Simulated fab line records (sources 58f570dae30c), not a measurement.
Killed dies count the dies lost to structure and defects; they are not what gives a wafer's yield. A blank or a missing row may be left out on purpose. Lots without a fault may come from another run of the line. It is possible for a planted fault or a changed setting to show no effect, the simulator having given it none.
fab line records :: flow berkeley-cmos170
record
  lots=6
  wafers=18
  last-day=12
route steps=331 shown PFIELD@86 FIELD@89 SACOX@97
lots that met no fault: from a run of the same line without faults
start-h: hours from the record's opening day to when the first of the lot's shown wafers began :: wait-h: hours from the lot's prior step to this one :: " identical to the entry in the row above :: L1.1+2: a row that stands for several wafers :: - no value, or no start was given :: * or withheld: withheld :: < > ~ a bound
route shown NAME@n: names a module that has steps shown in the file, with the first one's number in the route :: usual: average and standard deviation across the fault-free wafers :: same: alike in all rows :: chamber/n: place in a boat :: sites: readings site by site :: _std_site: standard deviation across them :: _edge_site: the outer-site mean with the inner-site mean subtracted :: radius-mm: for every site, how far away it sits from the centre of the wafer :: mask NAME#n: copy n :: behind: the last tool/chamber to shape the wafer :: hold: reason for holding the lot/hours on hold/outcome of the hold :: device: the n, p or np transistor that did not switch :: end of line: tests run on the same wafers once the route is complete :: a step with no rows: only its recipe :: killed: the dies lost at the first sort to structure and to defects; this is not the yield of the wafer :: map: a wafer's dies, marking killed ones x, the rest . and places with no die _
set.NAME: setting as actually run; set.NAME@STEP: the setting as run at that earlier step :: model.NAME: the simulator's own value behind a step, which no gauge read
lots at some steps of the route; a table a step, a row a wafer
services: a tool's chamber out of use, with start hour (start-h, from the record's first day; less than 0 if before it), hours out, and reason
## steps
# step UCB170_PFIELD_IMPLANT_07
# recipe
  species=B
  dose-cm2=2e+13
  energy-kev=80
  tilt-deg=7
# step UCB170_PFIELD_STRIP_08
# recipe
  chemistry=O2
  power-w=400
  pressure-mtorr=3500
  platen-temp-c=withheld
  o2-flow-sccm=400
  overash-fraction=0.5
# usual
  drypump-motor-current-A=5.60/0.27
  oes-product-au=0.734/0.0041
  strip-time-to-endpoint-s=21.66/0.065
lot.wafer: L464.1
tool: plasma-asher-04
chamber: 1
start-h: 127.37
wait-h: 0.1
drypump-motor-current-A: 5.10
oes-product-au: 0.739
rf-hours-counter-h: 1
strip-time-to-endpoint-s: 21.66

lot.wafer: L464.5
tool: plasma-asher-04
chamber: 0
start-h: 127.37
wait-h: 0.1
drypump-motor-current-A: 5.18
oes-product-au: 0.732
rf-hours-counter-h: -
strip-time-to-endpoint-s: 21.67

lot.wafer: L464.6
tool: plasma-asher-04
chamber: 1
start-h: 127.37
wait-h: 0.1
drypump-motor-current-A: 5.04
oes-product-au: 0.736
rf-hours-counter-h: -
strip-time-to-endpoint-s: 21.65

lot.wafer: L465.2
tool: plasma-asher-03
chamber: 0
start-h: 135.08
wait-h: 0.1
drypump-motor-current-A: 5.68
oes-product-au: 0.734
rf-hours-counter-h: 44
strip-time-to-endpoint-s: 21.60

lot.wafer: L465.3
tool: plasma-asher-03
chamber: 0
start-h: 135.08
wait-h: 0.1
drypump-motor-current-A: 5.69
oes-product-au: 0.728
rf-hours-counter-h: -
strip-time-to-endpoint-s: 21.61

lot.wafer: L465.6
tool: plasma-asher-03
chamber: 1
start-h: 135.08
wait-h: 0.1
drypump-motor-current-A: 5.84
oes-product-au: 0.731
rf-hours-counter-h: -
strip-time-to-endpoint-s: 21.68

lot.wafer: L467.1
tool: plasma-asher-02
chamber: 1
start-h: 146.59
wait-h: 0.1
drypump-motor-current-A: 5.69
oes-product-au: 0.732
rf-hours-counter-h: 43
strip-time-to-endpoint-s: 21.66

lot.wafer: L467.3
tool: plasma-asher-02
chamber: 1
start-h: 146.59
wait-h: 0.1
drypump-motor-current-A: 5.71
oes-product-au: 0.730
rf-hours-counter-h: -
strip-time-to-endpoint-s: 21.71

lot.wafer: L467.6
tool: plasma-asher-02
chamber: 0
start-h: 146.59
wait-h: 0.1
drypump-motor-current-A: 5.62
oes-product-au: 0.726
rf-hours-counter-h: -
strip-time-to-endpoint-s: 21.68

lot.wafer: L466.4
tool: plasma-asher-02
chamber: 0
start-h: 147.51
wait-h: 0.1
drypump-motor-current-A: 5.61
oes-product-au: 0.730
rf-hours-counter-h: -
strip-time-to-endpoint-s: 21.69

lot.wafer: L466.5
tool: plasma-asher-02
chamber: 0
start-h: 147.51
wait-h: 0.1
drypump-motor-current-A: 5.62
oes-product-au: 0.731
rf-hours-counter-h: -
strip-time-to-endpoint-s: 21.65

lot.wafer: L466.6
tool: plasma-asher-02
chamber: 1
start-h: 147.51
wait-h: 0.1
drypump-motor-current-A: 5.69
oes-product-au: 0.732
rf-hours-counter-h: -
strip-time-to-endpoint-s: 21.77

lot.wafer: L476.1
tool: plasma-asher-02
chamber: 0
start-h: 185.96
wait-h: 0.1
drypump-motor-current-A: 5.66
oes-product-au: 0.739
rf-hours-counter-h: 47
strip-time-to-endpoint-s: 21.67

lot.wafer: L476.3
tool: plasma-asher-02
chamber: 1
start-h: 185.96
wait-h: 0.1
drypump-motor-current-A: 5.65
oes-product-au: 0.731
rf-hours-counter-h: -
strip-time-to-endpoint-s: 21.67

lot.wafer: L476.6
tool: plasma-asher-02
chamber: 0
start-h: 185.96
wait-h: 0.1
drypump-motor-current-A: 5.65
oes-product-au: 0.730
rf-hours-counter-h: -
strip-time-to-endpoint-s: 21.61

lot.wafer: L475.1
tool: plasma-asher-03
chamber: 1
start-h: 186.23
wait-h: 0.1
drypump-motor-current-A: 5.91
oes-product-au: 0.732
rf-hours-counter-h: 49
strip-time-to-endpoint-s: 21.63

lot.wafer: L475.3
tool: plasma-asher-03
chamber: 1
start-h: 186.23
wait-h: 0.1
drypump-motor-current-A: 5.96
oes-product-au: 0.740
rf-hours-counter-h: -
strip-time-to-endpoint-s: 21.55

lot.wafer: L475.4
tool: plasma-asher-03
chamber: 0
start-h: 186.23
wait-h: 0.1
drypump-motor-current-A: 5.66
oes-product-au: 0.732
rf-hours-counter-h: -
strip-time-to-endpoint-s: 21.58
# step UCB170_PFIELD_TW_MEAS_09
# usual
  PFIELD_TW=602.4/2.9
lot.wafer: L464.1
tool: film-metro-01
chamber: -
start-h: 127.47
wait-h: 0.1
PFIELD_TW: 602.3

lot.wafer: L464.5
tool: film-metro-01
chamber: -
start-h: 127.47
wait-h: 0.1
PFIELD_TW: 605.6

lot.wafer: L464.6
tool: film-metro-01
chamber: -
start-h: 127.47
wait-h: 0.1
PFIELD_TW: 601.7

lot.wafer: L465.2
tool: film-metro-02
chamber: -
start-h: 135.19
wait-h: 0.1
PFIELD_TW: 605.8

lot.wafer: L465.3
tool: film-metro-02
chamber: -
start-h: 135.19
wait-h: 0.1
PFIELD_TW: 607.8

lot.wafer: L465.6
tool: film-metro-02
chamber: -
start-h: 135.19
wait-h: 0.1
PFIELD_TW: 605.2

lot.wafer: L467.1
tool: film-metro-03
chamber: -
start-h: 146.69
wait-h: 0.1
PFIELD_TW: 604.5

lot.wafer: L467.3
tool: film-metro-03
chamber: -
start-h: 146.69
wait-h: 0.1
PFIELD_TW: 602.6

lot.wafer: L467.6
tool: film-metro-03
chamber: -
start-h: 146.69
wait-h: 0.1
PFIELD_TW: 601.4

lot.wafer: L466.4
tool: film-metro-03
chamber: -
start-h: 147.60
wait-h: 0.1
PFIELD_TW: 601.8

lot.wafer: L466.5
tool: film-metro-03
chamber: -
start-h: 147.60
wait-h: 0.1
PFIELD_TW: 599.6

lot.wafer: L466.6
tool: film-metro-03
chamber: -
start-h: 147.60
wait-h: 0.1
PFIELD_TW: 605.0

lot.wafer: L476.1
tool: film-metro-01
chamber: -
start-h: 186.06
wait-h: 0.1
PFIELD_TW: 601.6

lot.wafer: L476.3
tool: film-metro-01
chamber: -
start-h: 186.06
wait-h: 0.1
PFIELD_TW: 604.3

lot.wafer: L476.6
tool: film-metro-01
chamber: -
start-h: 186.06
wait-h: 0.1
PFIELD_TW: 602.3

lot.wafer: L475.1
tool: film-metro-01
chamber: -
start-h: 186.33
wait-h: 0.1
PFIELD_TW: 601.0

lot.wafer: L475.3
tool: film-metro-01
chamber: -
start-h: 186.33
wait-h: 0.1
PFIELD_TW: 601.5

lot.wafer: L475.4
tool: film-metro-01
chamber: -
start-h: 186.33
wait-h: 0.1
PFIELD_TW: 597.4
# step UCB170_FIELD_CLEAN_00
# recipe
  chemistry=dHF
  dilution=25:1
  time-s=7.5
# step UCB170_FIELD_OXIDATION_01
# recipe
  temp-c=1000
  ambient=H2O
  p-h2o-torr=584.62
  target-thk-a=5583
  ox-time-s=7200
# step UCB170_FIELD_THK_MEAS_02
# recipe
  reads=SiO2_of_FIELD_OXIDATION_01
# usual
  FIELD_OXIDE_THK=557/11
lot.wafer: L464.1
tool: film-metro-01
chamber: -
start-h: 136.21
wait-h: 0.0
FIELD_OXIDE_THK[nm]: 560

lot.wafer: L464.5
tool: film-metro-01
chamber: -
start-h: 136.21
wait-h: 0.0
FIELD_OXIDE_THK[nm]: 567

lot.wafer: L464.6
tool: film-metro-01
chamber: -
start-h: 136.21
wait-h: 0.0
FIELD_OXIDE_THK[nm]: 565

lot.wafer: L465.2
tool: film-metro-01
chamber: -
start-h: 140.84
wait-h: 0.0
FIELD_OXIDE_THK[nm]: 537

lot.wafer: L465.3
tool: film-metro-01
chamber: -
start-h: 140.84
wait-h: 0.0
FIELD_OXIDE_THK[nm]: 547

lot.wafer: L465.6
tool: film-metro-01
chamber: -
start-h: 140.84
wait-h: 0.0
FIELD_OXIDE_THK[nm]: 543

lot.wafer: L467.1
tool: film-metro-02
chamber: -
start-h: 151.63
wait-h: 0.0
FIELD_OXIDE_THK[nm]: 547

lot.wafer: L467.3
tool: film-metro-02
chamber: -
start-h: 151.63
wait-h: 0.0
FIELD_OXIDE_THK[nm]: 553

lot.wafer: L467.6
tool: film-metro-02
chamber: -
start-h: 151.63
wait-h: 0.0
FIELD_OXIDE_THK[nm]: 562

lot.wafer: L466.4
tool: film-metro-04
chamber: -
start-h: 151.66
wait-h: 0.0
FIELD_OXIDE_THK[nm]: 564

lot.wafer: L466.5
tool: film-metro-04
chamber: -
start-h: 151.66
wait-h: 0.0
FIELD_OXIDE_THK[nm]: 554

lot.wafer: L466.6
tool: film-metro-04
chamber: -
start-h: 151.66
wait-h: 0.0
FIELD_OXIDE_THK[nm]: 568

lot.wafer: L475.1
tool: film-metro-04
chamber: -
start-h: 196.78
wait-h: 0.0
FIELD_OXIDE_THK[nm]: 548

lot.wafer: L475.3
tool: film-metro-04
chamber: -
start-h: 196.78
wait-h: 0.0
FIELD_OXIDE_THK[nm]: 556

lot.wafer: L475.4
tool: film-metro-04
chamber: -
start-h: 196.78
wait-h: 0.0
FIELD_OXIDE_THK[nm]: 556

lot.wafer: L476.1
tool: film-metro-01
chamber: -
start-h: 196.78
wait-h: 0.0
FIELD_OXIDE_THK[nm]: 565

lot.wafer: L476.3
tool: film-metro-01
chamber: -
start-h: 196.78
wait-h: 0.0
FIELD_OXIDE_THK[nm]: 576

lot.wafer: L476.6
tool: film-metro-01
chamber: -
start-h: 196.78
wait-h: 0.0
FIELD_OXIDE_THK[nm]: 570
# step UCB170_FIELD_ANNEAL_03
# recipe
  temp-c=1000
  time-s=1200
  ambient=N2
# step UCB170_FIELD_WET_ETCH_04
# recipe
  chemistry=dHF
  dilution=10:1
  target=SiO2
  temp-c=25
  time-s=60
# step UCB170_FIELD_WET_ETCH_05
# recipe
  chemistry=H3PO4
  target=Si3N4
  temp-c=160
  time-s=12600
# step UCB170_FIELD_WET_ETCH_06
# recipe
  chemistry=BOE
  dilution=5:1
  target=SiO2
  temp-c=25
  time-s=22
# step UCB170_FIELD_THK_MEAS_90
# recipe
  reads=SiO2_of_FIELD_OXIDATION_01
# usual
  FIELD_OXIDE_LEFT_1_THK=441/11
lot.wafer: L464.1
tool: film-metro-02
chamber: -
start-h: 143.85
wait-h: 0.0
FIELD_OXIDE_LEFT_1_THK[nm]: 446

lot.wafer: L464.5
tool: film-metro-02
chamber: -
start-h: 143.85
wait-h: 0.0
FIELD_OXIDE_LEFT_1_THK[nm]: 451

lot.wafer: L464.6
tool: film-metro-02
chamber: -
start-h: 143.85
wait-h: 0.0
FIELD_OXIDE_LEFT_1_THK[nm]: 449

lot.wafer: L465.2
tool: film-metro-02
chamber: -
start-h: 147.95
wait-h: 0.0
FIELD_OXIDE_LEFT_1_THK[nm]: 420

lot.wafer: L465.3
tool: film-metro-02
chamber: -
start-h: 147.95
wait-h: 0.0
FIELD_OXIDE_LEFT_1_THK[nm]: 430

lot.wafer: L465.6
tool: film-metro-02
chamber: -
start-h: 147.95
wait-h: 0.0
FIELD_OXIDE_LEFT_1_THK[nm]: 426

lot.wafer: L467.1
tool: film-metro-01
chamber: -
start-h: 161.05
wait-h: 0.0
FIELD_OXIDE_LEFT_1_THK[nm]: 431

lot.wafer: L467.3
tool: film-metro-01
chamber: -
start-h: 161.05
wait-h: 0.0
FIELD_OXIDE_LEFT_1_THK[nm]: 438

lot.wafer: L467.6
tool: film-metro-01
chamber: -
start-h: 161.05
wait-h: 0.0
FIELD_OXIDE_LEFT_1_THK[nm]: 447

lot.wafer: L466.4
tool: film-metro-04
chamber: -
start-h: 161.08
wait-h: 0.0
FIELD_OXIDE_LEFT_1_THK[nm]: 447

lot.wafer: L466.5
tool: film-metro-04
chamber: -
start-h: 161.08
wait-h: 0.0
FIELD_OXIDE_LEFT_1_THK[nm]: 437

lot.wafer: L466.6
tool: film-metro-04
chamber: -
start-h: 161.08
wait-h: 0.0
FIELD_OXIDE_LEFT_1_THK[nm]: 451

lot.wafer: L475.1
tool: film-metro-02
chamber: -
start-h: 208.84
wait-h: 0.0
FIELD_OXIDE_LEFT_1_THK[nm]: 431

lot.wafer: L475.3
tool: film-metro-02
chamber: -
start-h: 208.84
wait-h: 0.0
FIELD_OXIDE_LEFT_1_THK[nm]: 439

lot.wafer: L475.4
tool: film-metro-02
chamber: -
start-h: 208.84
wait-h: 0.0
FIELD_OXIDE_LEFT_1_THK[nm]: 439

lot.wafer: L476.1
tool: film-metro-04
chamber: -
start-h: 208.84
wait-h: 0.0
FIELD_OXIDE_LEFT_1_THK[nm]: 448

lot.wafer: L476.3
tool: film-metro-04
chamber: -
start-h: 208.84
wait-h: 0.0
FIELD_OXIDE_LEFT_1_THK[nm]: 458

lot.wafer: L476.6
tool: film-metro-04
chamber: -
start-h: 208.84
wait-h: 0.0
FIELD_OXIDE_LEFT_1_THK[nm]: 452
# step UCB170_SACOX_CLEAN_00
# recipe
  chemistry=dHF
  dilution=25:1
  time-s=7.5
# step UCB170_SACOX_OXIDATION_01
# recipe
  temp-c=900
  ambient=O2
  target-thk-a=144
  ox-time-s=2366
# usual
  ox-temp-c=900.1/0.4
  ox-temp-c-max=906.7/1.3
  spike-tc-centre-C=902.5/1.4
lot.wafer: L464.1
tool: furnace-03
chamber: 0
start-h: 146.47
wait-h: 2.6
ox-temp-c: 900.5
ox-temp-c-max: 904.6
spike-tc-centre-C: 902.9

lot.wafer: L464.5
tool: furnace-03
chamber: 0
start-h: 146.47
wait-h: 2.6
ox-temp-c: 900.2
ox-temp-c-max: 906.7
spike-tc-centre-C: 901.6

lot.wafer: L464.6
tool: furnace-03
chamber: 0
start-h: 146.47
wait-h: 2.6
ox-temp-c: 900.5
ox-temp-c-max: 904.6
spike-tc-centre-C: 901.0

lot.wafer: L465.2
tool: furnace-02
chamber: 0
start-h: 152.49
wait-h: 4.5
ox-temp-c: 899.0
ox-temp-c-max: 905.5
spike-tc-centre-C: 900.3

lot.wafer: L465.3
tool: furnace-02
chamber: 0
start-h: 152.49
wait-h: 4.5
ox-temp-c: 899.5
ox-temp-c-max: 906.3
spike-tc-centre-C: 900.9

lot.wafer: L465.6
tool: furnace-02
chamber: 0
start-h: 152.49
wait-h: 4.5
ox-temp-c: 900.1
ox-temp-c-max: 905.4
spike-tc-centre-C: 901.2

lot.wafer: L466.4
tool: furnace-02
chamber: -
start-h: 167.86
wait-h: 3.5
ox-temp-c: -
ox-temp-c-max: -
spike-tc-centre-C: -

lot.wafer: L466.5
tool: furnace-02
chamber: -
start-h: 167.86
wait-h: 3.5
ox-temp-c: -
ox-temp-c-max: -
spike-tc-centre-C: -

lot.wafer: L466.6
tool: furnace-02
chamber: -
start-h: 167.86
wait-h: 3.5
ox-temp-c: -
ox-temp-c-max: -
spike-tc-centre-C: -

lot.wafer: L467.1
tool: furnace-02
chamber: -
start-h: 167.86
wait-h: 3.5
ox-temp-c: -
ox-temp-c-max: -
spike-tc-centre-C: -

lot.wafer: L467.3
tool: furnace-02
chamber: -
start-h: 167.86
wait-h: 3.5
ox-temp-c: -
ox-temp-c-max: -
spike-tc-centre-C: -

lot.wafer: L467.6
tool: furnace-02
chamber: -
start-h: 167.86
wait-h: 3.5
ox-temp-c: -
ox-temp-c-max: -
spike-tc-centre-C: -

lot.wafer: L475.1
tool: furnace-04
chamber: 0
start-h: 210.25
wait-h: 1.0
ox-temp-c: 899.8
ox-temp-c-max: 909.5
spike-tc-centre-C: 904.9

lot.wafer: L475.3
tool: furnace-04
chamber: 0
start-h: 210.25
wait-h: 1.0
ox-temp-c: 900.1
ox-temp-c-max: 906.4
spike-tc-centre-C: 904.0

lot.wafer: L475.4
tool: furnace-04
chamber: 0
start-h: 210.25
wait-h: 1.0
ox-temp-c: 900.3
ox-temp-c-max: 910.1
spike-tc-centre-C: 904.6

lot.wafer: L476.1
tool: furnace-04
chamber: 0
start-h: 210.25
wait-h: 1.0
ox-temp-c: 900.0
ox-temp-c-max: 906.1
spike-tc-centre-C: 902.1

lot.wafer: L476.3
tool: furnace-04
chamber: 0
start-h: 210.25
wait-h: 1.0
ox-temp-c: 899.8
ox-temp-c-max: 906.8
spike-tc-centre-C: 904.2

lot.wafer: L476.6
tool: furnace-04
chamber: 0
start-h: 210.25
wait-h: 1.0
ox-temp-c: 900.2
ox-temp-c-max: 906.1
spike-tc-centre-C: 903.7
## services
tool: plasma-asher-02
chamber: -
start-h: 106.65
hours: 0.3
kind: repair

tool: plasma-asher-04
chamber: -
start-h: 108.75
hours: 9.0
kind: pm

tool: plasma-asher-04
chamber: 0
start-h: 108.75
hours: 9.0
kind: vent-cycle

tool: plasma-asher-04
chamber: 1
start-h: 108.75
hours: 9.0
kind: vent-cycle

tool: plasma-asher-04
chamber: 0
start-h: 117.75
hours: -
kind: clean

tool: plasma-asher-04
chamber: 1
start-h: 117.75
hours: -
kind: clean

tool: furnace-02
chamber: -
start-h: 128.79
hours: 4.4
kind: pm

tool: furnace-04
chamber: -
start-h: 155.96
hours: 3.9
kind: pm

tool: furnace-02
chamber: -
start-h: 173.86
hours: 22.2
kind: pm
## key
first-sign
  step=UCB170_SACOX_OXIDATION_01
  reading=tool-record
  direction=missing
effect none on later readings
met-at UCB170_SACOX_OXIDATION_01
struck-wafers L466.4,L466.5,L466.6,L467.1,L467.3,L467.6
later-rows-left-out L466.4,L466.5,L466.6,L467.1,L467.3,L467.6
sort-left-out L466.4,L466.5,L466.6,L467.1,L467.3,L467.6
tester-left-out L466,L467
onset-between 152.49 167.86
fault
  kind=skipped-step-whole
  tool=furnace-02
  chamber=-
  onset-h=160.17
  steps=UCB170_SACOX_OXIDATION_01
  scope=struck-lots-only
# tester-left-out: of these lots the tester's yield and bins aren't shown, on N5 and GAA mostly nor the transistor test; their killed dies are dies lost to structure and defects alone, not to doping, threshold or leakage, so they don't give the yield
# sort-left-out: the simulated sort isn't trusted on such a fault, so these wafers' sort isn't shown, and their yield isn't known
# later-rows-left-out: the simulator's readings of these wafers behind a module that went badly wrong aren't trusted and aren't shown, but for the sort
